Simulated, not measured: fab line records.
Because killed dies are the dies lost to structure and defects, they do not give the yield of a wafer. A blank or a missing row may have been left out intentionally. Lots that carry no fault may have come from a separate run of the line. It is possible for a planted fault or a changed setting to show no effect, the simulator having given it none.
Which tool did it?	flow berkeleyCmos170	42 wafers from 14 lots sampled at 6 of the route's 331 steps

== WHAT EACH GAUGE READ, for each wafer ==
UCB170_SPACER_THK_MEAS_01.
lot	measured	on	SPACER_TEOS_THK (nm)
L522	day 6 20:08	filmMetro-02	372 366 371
L524	day 7 19:08	filmMetro-01	371 381 376
L525	day 8 00:25	filmMetro-02	378 379 382
L526	day 8 00:51	filmMetro-02	375 374 380
L529	day 8 21:51	filmMetro-02	376 383 373
L528	day 8 23:00	filmMetro-02	398 402 400
L531	day 9 02:14	filmMetro-02	395 396 401
L539	day 10 09:41	filmMetro-02	379 376 379
L536	day 10 11:00	filmMetro-01	382 379 382
L537	day 10 11:17	filmMetro-02	375 379 385
L540	day 11 10:07	filmMetro-03	371 370 372
L543	day 11 15:22	filmMetro-02	373 376 375
L544	day 11 15:28	filmMetro-01	378 372 369
L542	day 11 15:47	filmMetro-02	374 379 375

UCB170_V2_OVL_MEAS_13.
lot	measured	on	V2_OVL (nm)
L522	day 8 03:55	overlay-01	0 1 2
L524	day 9 00:30	overlay-02	6 10 10
L525	day 9 06:57	overlay-01	-1 -3 6
L526	day 9 09:14	overlay-02	1 1 -3
L529	day 10 05:54	overlay-01	10 15 6
L528	day 10 05:23	overlay-01	0 4 12
L531	day 10 07:02	overlay-02	7 9 4
L539	day 11 17:32	overlay-02	-3 3 1
L536	day 11 19:11	overlay-01	12 5 8
L537	day 11 18:47	overlay-02	-4 0 -1
L540	day 12 11:31	overlay-02	9 9 11
L543	day 12 18:57	overlay-02	6 6 5
L544	day 12 23:16	overlay-02	-6 -3 -8
L542	day 12 20:06	overlay-01	2 -2 -3

UCB170_M3_OVL_MEAS_16.
lot	measured	on	M3_OVL (nm)
L522	day 8 06:33	overlay-02	7 13 14
L524	day 9 04:35	overlay-01	-6 -7 -4
L525	day 9 09:35	overlay-02	6 -4 -2
L526	day 9 11:50	overlay-02	13 7 6
L529	day 10 09:58	overlay-01	-7 -7 -6
L528	day 10 09:13	overlay-02	6 7 6
L531	day 10 11:35	overlay-01	4 -4 3
L539	day 11 20:02	overlay-02	3 -1 7
L536	day 11 22:20	overlay-02	-4 -4 -1
L537	day 11 21:47	overlay-02	4 0 0
L540	day 12 15:03	overlay-02	4 -4 6
L543	day 12 21:43	overlay-02	-5 -11 -2
L544	day 13 01:56	overlay-02	1 3 6
L542	day 12 22:46	overlay-01	-9 2 -4

== WHICH TOOL RAN EACH LOT (tool, then ch and the chambers of the sampled wafers, then the start) ==
lot	UCB170_SPACER_CVD_00	UCB170_SPACER_ETCHBACK_03	UCB170_M1_ETCH_11
L522	pecvd-04 ch 0,1,2, day 6 20:05	rieDiel-04 ch 1,2,3, day 7 01:51	rieDiel-02 ch 0,2,3, day 7 15:59
L524	pecvd-01 ch 0,1, day 7 19:04	rieDiel-02 ch 0,2, day 8 00:30	rieDiel-01 ch 0,1,3, day 8 12:34
L525	pecvd-04 ch 1,2, day 8 00:21	rieDiel-02 ch 0,2,3, day 8 07:24	rieDiel-01 ch 0,1, day 8 20:01
L526	pecvd-01 ch 0,1, day 8 00:49	rieDiel-03 ch 1,3, day 8 07:24	rieDiel-03 ch 0,1, day 8 20:44
L529	pecvd-03 ch 0,1,2, day 8 21:48	rieDiel-04 ch 0,2,3, day 9 02:10	rieDiel-03 ch 1,2, day 9 16:38
L528	pecvd-01 ch 0,1, day 8 22:56	rieDiel-02 ch 1,2,3, day 9 02:10	rieDiel-02 ch 1,2,3, day 9 15:57
L531	pecvd-01 ch 0,1, day 9 02:10	rieDiel-03 ch 1,2,3, day 9 07:46	rieDiel-01 ch 0,2,3, day 9 18:25
L539	pecvd-04 ch 1,2, day 10 09:38	rieDiel-04 ch 0,1,2, day 10 15:09	rieDiel-01 ch 0,3, day 11 06:54
L536	pecvd-03 ch 0,1,2, day 10 10:58	rieDiel-03 ch 0,1,2, day 10 15:09	rieDiel-01 ch 1,2,3, day 11 08:08
L537	pecvd-04 ch 0,2, day 10 11:14	rieDiel-04 ch 0,3, day 10 15:13	rieDiel-02 ch 0,1, day 11 07:49
L540	pecvd-03 ch 0,1,2, day 11 10:04	rieDiel-02 ch 1,2,3, day 11 13:53	rieDiel-02 ch 0,1,2, day 12 01:56
L543	pecvd-03 ch 0,2, day 11 15:19	rieDiel-02 ch 0,1, day 11 20:19	rieDiel-01 ch 1,2, day 12 08:17
L544	pecvd-01 ch 0,1,2, day 11 15:25	rieDiel-04 ch 0,1, day 11 20:19	rieDiel-03 ch 1,2,3, day 12 12:08
L542	pecvd-03 ch 2, day 11 15:44	rieDiel-03 ch 1,3, day 11 20:19	rieDiel-03 ch 1,3, day 12 08:51
- UCB170_SPACER_CVD_00: deposits SiO2 from TEOS/O2, target thk 376 nm, time 47 s.
- UCB170_SPACER_ETCHBACK_03: etches SiO2 in CHF3/CF4/Ar, stops on Si, target depth 376 nm, time 100 s.
- UCB170_M1_ETCH_11: etches BARC in N2/H2.

== AS READ BY THE TOOLS THEMSELVES (means over the sampled wafers that have a number; for cases with no such wafer, the mark the record gives instead) ==
UCB170_SPACER_CVD_00.
lot	tool	heaterPowerW (W)
L522	pecvd-04	238
L524	pecvd-01	298
L525	pecvd-04	274
L526	pecvd-01	321
L529	pecvd-03	316
L528	pecvd-01	292
L531	pecvd-01	317
L539	pecvd-04	280
L536	pecvd-03	270
L537	pecvd-04	281
L540	pecvd-03	286
L543	pecvd-03	334
L544	pecvd-01	294
L542	pecvd-03	363

UCB170_SPACER_ETCHBACK_03.
lot	tool	drypumpMotorCurrentA (A)	oesProductAu (a.u.)	throttleValvePct (%)
L522	rieDiel-04	5.5	0.902	6.57
L524	rieDiel-02	6.5	0.892	6.31
L525	rieDiel-02	6.4	0.894	6.34
L526	rieDiel-03	5.6	0.904	6.29
L529	rieDiel-04	5.9	0.898	6.52
L528	rieDiel-02	6.1	0.934	6.46
L531	rieDiel-03	5.5	0.938	6.33
L539	rieDiel-04	5.5	0.892	6.61
L536	rieDiel-03	5.2	0.901	6.42
L537	rieDiel-04	5.8	0.900	6.49
L540	rieDiel-02	6.1	0.886	6.45
L543	rieDiel-02	6.1	0.907	6.48
L544	rieDiel-04	5.5	0.885	6.57
L542	rieDiel-03	5.6	0.898	6.30

UCB170_M1_ETCH_11.
lot	tool	biasW (W)	drypumpMotorCurrentA (A)	oesProductAu (a.u.)	throttleValvePct (%)
L522	rieDiel-02	99.94	6.4	0.976	13.05
L524	rieDiel-01	100.03	5.5	0.996	13.27
L525	rieDiel-01	100.23	5.7	0.996	13.20
L526	rieDiel-03	100.19	5.4	0.975	13.23
L529	rieDiel-03	99.90	5.5	0.977	13.15
L528	rieDiel-02	100.09	6.1	0.988	13.21
L531	rieDiel-01	99.80	6.0	0.995	13.27
L539	rieDiel-01	100.14	5.5	1.006	13.33
L536	rieDiel-01	100.32	5.8	0.977	13.30
L537	rieDiel-02	99.83	6.1	1.007	13.26
L540	rieDiel-02	100.00	6.2	0.992	13.13
L543	rieDiel-01	100.10	6.3	0.968	13.26
L544	rieDiel-03	99.92	5.5	0.978	13.10
L542	rieDiel-03	99.97	5.6	0.976	13.04

== THE ANSWER, worked out from the rows above alone ==
Rule: the lots themselves supply what counts as usual. The widest of any qualifying gaps counts: lots, ordered by their means at a reading, are off when they make up no more than a third of the lots, leave a main group of 4 or more, and stand apart from it by 3 or more times the standard deviation of that group's means. The tables above print the reading to a certain number of digits; a main group whose means all agree to those digits is not used. A lot without any number at a reading at which 4 lots or more have one is off too. Where the step has rows for the other lots, those lots are counted as sound. After the gauges, taken in route order, come the tools' own readings; for these a lot's mean is taken, as printed above. The first step at which some lot is off is used, and at that step the reading that is off furthest; a lot without a number counts as furthest.
Off: L528, L531, at UCB170_SPACER_THK_MEAS_01 (SPACER_TEOS_THK). For the main group the mean is 376 nm and the standard deviation 3.3.
A tool fits if, at a process step before that reading, it ran every lot that is off, and no sound lot after the first of them. The gauges at UCB170_SPACER_THK_MEAS_01 aren't tried: what is off there is off at UCB170_SPACER_ETCHBACK_03 too, on other tools, and a gauge's error can't cause that. Of those tried, none fits.

== WHAT HAD BEEN PUT IN BY THE SIMULATOR ==
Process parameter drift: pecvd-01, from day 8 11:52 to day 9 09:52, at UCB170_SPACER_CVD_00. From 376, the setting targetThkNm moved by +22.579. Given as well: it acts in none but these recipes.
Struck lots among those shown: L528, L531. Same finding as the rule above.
